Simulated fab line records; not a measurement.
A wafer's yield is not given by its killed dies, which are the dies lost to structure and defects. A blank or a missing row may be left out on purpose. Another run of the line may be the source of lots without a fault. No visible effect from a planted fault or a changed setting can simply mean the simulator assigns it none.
Which tool did it? :: flow rit_cmos :: 14 lots, 42 wafers sampled, at 2 steps of a route of 202

WHAT THE GAUGES READ, wafer by wafer
The record lacks any reading of a measuring or inspecting step that a usual standard deviation could be used to judge.

WHAT TOOL EACH LOT RAN ON (gives the tool, then ch and the chambers of the sampled wafers, and finally the start)
lot: L379
RIT_M1_METAL_ETCH_12: rie_metal-03 ch 0,1, day 3 07:05
RIT_M1_PROBE_99: prober-01, day 3 09:57

lot: L380
RIT_M1_METAL_ETCH_12: rie_metal-01 ch 1, day 3 13:39
RIT_M1_PROBE_99: prober-02, day 3 16:38

lot: L381
RIT_M1_METAL_ETCH_12: rie_metal-02 ch 0,1, day 3 17:14
RIT_M1_PROBE_99: prober-01, day 3 19:43

lot: L384
RIT_M1_METAL_ETCH_12: rie_metal-02 ch 1, day 4 12:50
RIT_M1_PROBE_99: prober-02, day 4 15:26

lot: L386
RIT_M1_METAL_ETCH_12: rie_metal-01 ch 1, day 4 19:37
RIT_M1_PROBE_99: prober-02, day 4 22:53

lot: L387
RIT_M1_METAL_ETCH_12: rie_metal-02 ch 0,1, day 5 03:49
RIT_M1_PROBE_99: prober-01, day 5 06:46

lot: L389
RIT_M1_METAL_ETCH_12: rie_metal-02 ch 0,1, day 5 15:35
RIT_M1_PROBE_99: prober-01, day 5 17:55

lot: L391
RIT_M1_METAL_ETCH_12: rie_metal-02 ch 0,1, day 5 23:35
RIT_M1_PROBE_99: prober-01, day 6 02:40

lot: L396
RIT_M1_METAL_ETCH_12: rie_metal-01 ch 1, day 7 01:07
RIT_M1_PROBE_99: prober-02, day 7 04:24

lot: L397
RIT_M1_METAL_ETCH_12: rie_metal-03 ch 1, day 7 04:37
RIT_M1_PROBE_99: prober-01, day 7 07:07

lot: L398
RIT_M1_METAL_ETCH_12: rie_metal-01 ch 0,1, day 7 08:24
RIT_M1_PROBE_99: prober-02, day 7 11:11

lot: L400
RIT_M1_METAL_ETCH_12: rie_metal-03 ch 0,1, day 7 19:00
RIT_M1_PROBE_99: prober-02, day 7 21:30

lot: L401
RIT_M1_METAL_ETCH_12: rie_metal-01 ch 0,1, day 8 01:17
RIT_M1_PROBE_99: prober-01, day 8 03:33

lot: L402
RIT_M1_METAL_ETCH_12: rie_metal-02 ch 0,1, day 8 06:58
RIT_M1_PROBE_99: prober-02, day 8 09:37
- RIT_M1_METAL_ETCH_12: etches Al in Cl2/BCl3, stops on SiO2, time 165 s, target depth 600 nm.
- RIT_M1_PROBE_99

WHAT THE TOOLS THEMSELVES READ (means of the sampled wafers that have a number; where no wafer has one, the mark that the record gives instead)
RIT_M1_METAL_ETCH_12.
lot: L379
tool: rie_metal-03
chamber_pressure_mTorr (mTorr): 99.98
drypump_motor_current_A (A): 5.54
oes_product_au (a.u.): 0.774
throttle_valve_pct (%): 8.30

lot: L380
tool: rie_metal-01
chamber_pressure_mTorr (mTorr): 100.06
drypump_motor_current_A (A): 5.87
oes_product_au (a.u.): 0.749
throttle_valve_pct (%): 8.40

lot: L381
tool: rie_metal-02
chamber_pressure_mTorr (mTorr): 100.04
drypump_motor_current_A (A): 5.57
oes_product_au (a.u.): 0.772
throttle_valve_pct (%): 8.30

lot: L384
tool: rie_metal-02
chamber_pressure_mTorr (mTorr): 99.95
drypump_motor_current_A (A): 5.69
oes_product_au (a.u.): 0.770
throttle_valve_pct (%): 8.40

lot: L386
tool: rie_metal-01
chamber_pressure_mTorr (mTorr): 100.03
drypump_motor_current_A (A): 5.88
oes_product_au (a.u.): 0.741
throttle_valve_pct (%): 8.40

lot: L387
tool: rie_metal-02
chamber_pressure_mTorr (mTorr): 100.08
drypump_motor_current_A (A): 5.64
oes_product_au (a.u.): 0.767
throttle_valve_pct (%): 8.35

lot: L389
tool: rie_metal-02
chamber_pressure_mTorr (mTorr): 93.27
drypump_motor_current_A (A): 5.57
oes_product_au (a.u.): 0.770
throttle_valve_pct (%): 8.30

lot: L391
tool: rie_metal-02
chamber_pressure_mTorr (mTorr): 86.69
drypump_motor_current_A (A): 5.63
oes_product_au (a.u.): 0.770
throttle_valve_pct (%): 8.36

lot: L396
tool: rie_metal-01
chamber_pressure_mTorr (mTorr): 100.03
drypump_motor_current_A (A): 5.86
oes_product_au (a.u.): 0.748
throttle_valve_pct (%): 8.40

lot: L397
tool: rie_metal-03
chamber_pressure_mTorr (mTorr): 99.90
drypump_motor_current_A (A): 5.10
oes_product_au (a.u.): 0.780
throttle_valve_pct (%): 8.30

lot: L398
tool: rie_metal-01
chamber_pressure_mTorr (mTorr): 100.04
drypump_motor_current_A (A): 5.66
oes_product_au (a.u.): 0.759
throttle_valve_pct (%): 8.35

lot: L400
tool: rie_metal-03
chamber_pressure_mTorr (mTorr): 99.94
drypump_motor_current_A (A): 5.53
oes_product_au (a.u.): 0.775
throttle_valve_pct (%): 8.29

lot: L401
tool: rie_metal-01
chamber_pressure_mTorr (mTorr): 100.00
drypump_motor_current_A (A): 5.43
oes_product_au (a.u.): 0.766
throttle_valve_pct (%): 8.29

lot: L402
tool: rie_metal-02
chamber_pressure_mTorr (mTorr): 100.05
drypump_motor_current_A (A): 5.64
oes_product_au (a.u.): 0.778
throttle_valve_pct (%): 8.35

RIT_M1_PROBE_99.
lot: L379
tool: prober-01
defect_limited_yield (%): 97.2
killed_at_M0_to_M3: 0.0
killed_at_contacts: 0.0
killed_at_front_end: 7.3
killed_dies: 7.3
killed_open: 4.7
killed_short: 2.7
sort_bin_3_pad_short (%): 0.0
sort_bin_5_function (%): 2.2
sort_bin_6_memory (%): 0.6
sort_n_pass: 256.7
sort_yield_pct (%): 97.2

lot: L380
tool: prober-02
defect_limited_yield (%): 96.3
killed_at_M0_to_M3: 0.0
killed_at_contacts: 0.0
killed_at_front_end: 9.7
killed_dies: 9.7
killed_open: 6.0
killed_short: 3.7
sort_bin_3_pad_short (%): 0.1
sort_bin_5_function (%): 2.5
sort_bin_6_memory (%): 1.0
sort_n_pass: 254.3
sort_yield_pct (%): 96.3

lot: L381
tool: prober-01
defect_limited_yield (%): 98.1
killed_at_M0_to_M3: 0.0
killed_at_contacts: 0.0
killed_at_front_end: 5.0
killed_dies: 5.0
killed_open: 3.0
killed_short: 2.0
sort_bin_3_pad_short (%): 0.1
sort_bin_5_function (%): 1.4
sort_bin_6_memory (%): 0.4
sort_n_pass: 259.0
sort_yield_pct (%): 98.1

lot: L384
tool: prober-02
defect_limited_yield (%): 96.8
killed_at_M0_to_M3: 0.0
killed_at_contacts: 0.0
killed_at_front_end: 8.3
killed_dies: 8.3
killed_open: 3.3
killed_short: 5.0
sort_bin_3_pad_short (%): 0.0
sort_bin_5_function (%): 2.3
sort_bin_6_memory (%): 0.9
sort_n_pass: 255.7
sort_yield_pct (%): 96.8

lot: L386
tool: prober-02
defect_limited_yield (%): 98.3
killed_at_M0_to_M3: 0.0
killed_at_contacts: 0.0
killed_at_front_end: 4.3
killed_dies: 4.3
killed_open: 1.0
killed_short: 3.3
sort_bin_3_pad_short (%): 0.0
sort_bin_5_function (%): 0.9
sort_bin_6_memory (%): 0.8
sort_n_pass: 259.7
sort_yield_pct (%): 98.3

lot: L387
tool: prober-01
defect_limited_yield (%): 97.4
killed_at_M0_to_M3: 0.0
killed_at_contacts: 0.0
killed_at_front_end: 7.0
killed_dies: 7.0
killed_open: 4.0
killed_short: 3.0
sort_bin_3_pad_short (%): 0.0
sort_bin_5_function (%): 1.4
sort_bin_6_memory (%): 1.3
sort_n_pass: 257.0
sort_yield_pct (%): 97.4

lot: L389
tool: prober-01
defect_limited_yield (%): 97.7
killed_at_M0_to_M3: 0.0
killed_at_contacts: 0.0
killed_at_front_end: 6.0
killed_dies: 6.0
killed_open: 2.3
killed_short: 3.3
sort_bin_3_pad_short (%): 0.3
sort_bin_5_function (%): 1.2
sort_bin_6_memory (%): 0.9
sort_n_pass: 258.0
sort_yield_pct (%): 97.7

lot: L391
tool: prober-01
defect_limited_yield (%): 97.1
killed_at_M0_to_M3: 0.0
killed_at_contacts: 0.0
killed_at_front_end: 7.7
killed_dies: 7.7
killed_open: 3.3
killed_short: 4.0
sort_bin_3_pad_short (%): 0.1
sort_bin_5_function (%): 1.6
sort_bin_6_memory (%): 1.1
sort_n_pass: 256.3
sort_yield_pct (%): 97.1

lot: L396
tool: prober-02
defect_limited_yield (%): 97.8
killed_at_M0_to_M3: 0.0
killed_at_contacts: 0.0
killed_at_front_end: 5.7
killed_dies: 5.7
killed_open: 3.0
killed_short: 2.7
sort_bin_3_pad_short (%): 0.1
sort_bin_5_function (%): 1.5
sort_bin_6_memory (%): 0.5
sort_n_pass: 258.3
sort_yield_pct (%): 97.8

lot: L397
tool: prober-01
defect_limited_yield (%): 97.9
killed_at_M0_to_M3: 0.0
killed_at_contacts: 0.0
killed_at_front_end: 5.7
killed_dies: 5.7
killed_open: 3.7
killed_short: 2.0
sort_bin_3_pad_short (%): 0.0
sort_bin_5_function (%): 1.6
sort_bin_6_memory (%): 0.5
sort_n_pass: 258.3
sort_yield_pct (%): 97.9

lot: L398
tool: prober-02
defect_limited_yield (%): 96.9
killed_at_M0_to_M3: 0.0
killed_at_contacts: 0.3
killed_at_front_end: 7.7
killed_dies: 8.0
killed_open: 3.7
killed_short: 4.3
sort_bin_3_pad_short (%): 0.1
sort_bin_5_function (%): 1.4
sort_bin_6_memory (%): 1.5
sort_n_pass: 256.0
sort_yield_pct (%): 96.9

lot: L400
tool: prober-02
defect_limited_yield (%): 97.0
killed_at_M0_to_M3: 0.3
killed_at_contacts: 0.0
killed_at_front_end: 7.7
killed_dies: 8.0
killed_open: 4.3
killed_short: 3.7
sort_bin_3_pad_short (%): 0.0
sort_bin_5_function (%): 1.1
sort_bin_6_memory (%): 1.9
sort_n_pass: 256.0
sort_yield_pct (%): 97.0

lot: L401
tool: prober-01
defect_limited_yield (%): 97.1
killed_at_M0_to_M3: 0.3
killed_at_contacts: 0.0
killed_at_front_end: 7.3
killed_dies: 7.7
killed_open: 5.0
killed_short: 2.7
sort_bin_3_pad_short (%): 0.0
sort_bin_5_function (%): 1.8
sort_bin_6_memory (%): 1.1
sort_n_pass: 256.3
sort_yield_pct (%): 97.1

lot: L402
tool: prober-02
defect_limited_yield (%): 96.4
killed_at_M0_to_M3: 0.0
killed_at_contacts: 0.3
killed_at_front_end: 9.0
killed_dies: 9.3
killed_open: 4.3
killed_short: 5.0
sort_bin_3_pad_short (%): 0.3
sort_bin_5_function (%): 1.9
sort_bin_6_memory (%): 1.4
sort_n_pass: 254.7
sort_yield_pct (%): 96.4

THE ANSWER, worked out from the rows above alone
Rule: the usual values come from the lots themselves. Put in order of their means at a reading, lots are off if they are a third of the lots or fewer, leave a main group of 4 or more, and stand apart from it by a gap of 3 or more times the standard deviation of the main group's means; of several such gaps the widest counts. If all means in a main group match to the digits the tables above print for the reading, that group is not used. Also off: a lot with no number at a reading for which 4 or more lots have one. Any other lot the step has rows for is counted as sound. Order of review: gauges by route order, followed by the tools' own readings, for which a lot's mean as printed above is used. The first step at which some lot is off is used, and at that step the reading that is off furthest; a lot without a number counts as furthest.
Off: L389, L391, at RIT_M1_METAL_ETCH_12 (chamber_pressure_mTorr). For the main group the mean is 100.01 mTorr and the standard deviation 0.053.
A tool fits if, at that step or a process step before it, it ran every lot that is off, and no sound lot after the first of them. None of those tried fits.

WHAT HAD BEEN PUT IN BY THE SIMULATOR
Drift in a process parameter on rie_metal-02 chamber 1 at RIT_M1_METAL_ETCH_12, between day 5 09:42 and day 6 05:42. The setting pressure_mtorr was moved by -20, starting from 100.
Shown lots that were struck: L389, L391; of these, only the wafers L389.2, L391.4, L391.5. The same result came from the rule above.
